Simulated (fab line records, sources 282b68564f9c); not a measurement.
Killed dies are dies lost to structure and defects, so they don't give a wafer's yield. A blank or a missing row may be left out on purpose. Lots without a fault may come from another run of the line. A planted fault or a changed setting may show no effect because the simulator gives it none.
Problem report in the 8D (eight disciplines) form, filled by code | flow rit_cmos | the parts of the form that need people (team, actions taken, sign-off) are left out

1. THE PROBLEM
NRETRO_TW at RIT_NRETRO_TW_MEAS_10 reads a mean of 30 on 3 wafers of 1 lot; wafers without a fault read 1049 with a standard deviation of 5.9. That is -99 or more standard deviations from the usual mean.
First seen on wafer L434.3, day 3 17:41, on film_metro-02. The record holds 39 wafers of 13 lots with a number at this step. Rule for "out", or "out of limits": more than 4 standard deviations from the usual mean. The other wafers with a number count as sound.

2. WHAT IT IS AND WHAT IT IS NOT
question                    | is                     | is not
which readings at this step | NRETRO_TW              | -
which lots                  | L434                   | L428, L429, L430, L433, L435, L440, L444, L445, L446, L447, L449, L450
which wafers of those lots  | all that have a number | -
read on which gauges        | film_metro-02          | film_metro-01, film_metro-04
when                        | from day 3 17:41       | up to then (12 sound wafers); but 24 sound wafers of L435, L440, L444, L445, L446, L447, L449, L450 came after

3. SUSPECTS, AND WHAT RULES EACH OUT
Counting: a tool at a process step up to the reading stays a suspect if it ran every lot that is out and no sound lot after the first of them.
- the gauge at RIT_NRETRO_TW_MEAS_10: ruled out. All the wafers that are out were read on film_metro-02, but those of them that RIT_NWELL_STRIP_09 has rows for are out there too, on other tools.
- plasma_asher-01 at RIT_NWELL_STRIP_09 (strips in O2, time 180 s): ruled out as a lasting fault. Sound lots L450 ran on it after its first lot that is out, L434 (day 3 09:02).
Left after counting: nothing in the record.

4. THE CAUSE (what the simulator had put in)
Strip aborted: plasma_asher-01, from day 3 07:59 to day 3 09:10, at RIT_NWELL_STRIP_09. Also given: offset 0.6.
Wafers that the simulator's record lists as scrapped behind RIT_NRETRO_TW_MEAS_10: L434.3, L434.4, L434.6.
Counting ruled it out, wrongly: the rule takes a fault to strike every lot that its tool runs from its start on, and this one did not.

5. THE CHAIN OF EFFECTS, in route order
Each row: a reading whose mean over the struck wafers that have a number lies more than 3 standard deviations from the usual. Only readings for which the record gives a usual standard deviation are gone through. hours: the time from each lot's start at the first step in this table that gives one to its start at this step, as a median over the lots. sigmas: the change in usual standard deviations.
hours | step                  | reading      | usual   | on struck wafers | change | sigmas
0     | RIT_NWELL_STRIP_09    | run_length_s | 208.6 s | 72.3             | -136.3 | -99 or more
9     | RIT_NRETRO_TW_MEAS_10 | NRETRO_TW    | 1049    | 30               | -1019  | -99 or more
The process steps in it:
- RIT_NWELL_STRIP_09: strips in O2, time 180 s.

6. WHAT WOULD HAVE CAUGHT IT SOONER
In this record the first reading out of limits at a measuring or inspecting step was taken at day 3 17:41, 10 hours after the fault began at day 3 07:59.
The tool's own readings at RIT_NWELL_STRIP_09 were out on every struck wafer that the step has a row for (run_length_s): an alarm limit on them would have fired on the first of those.
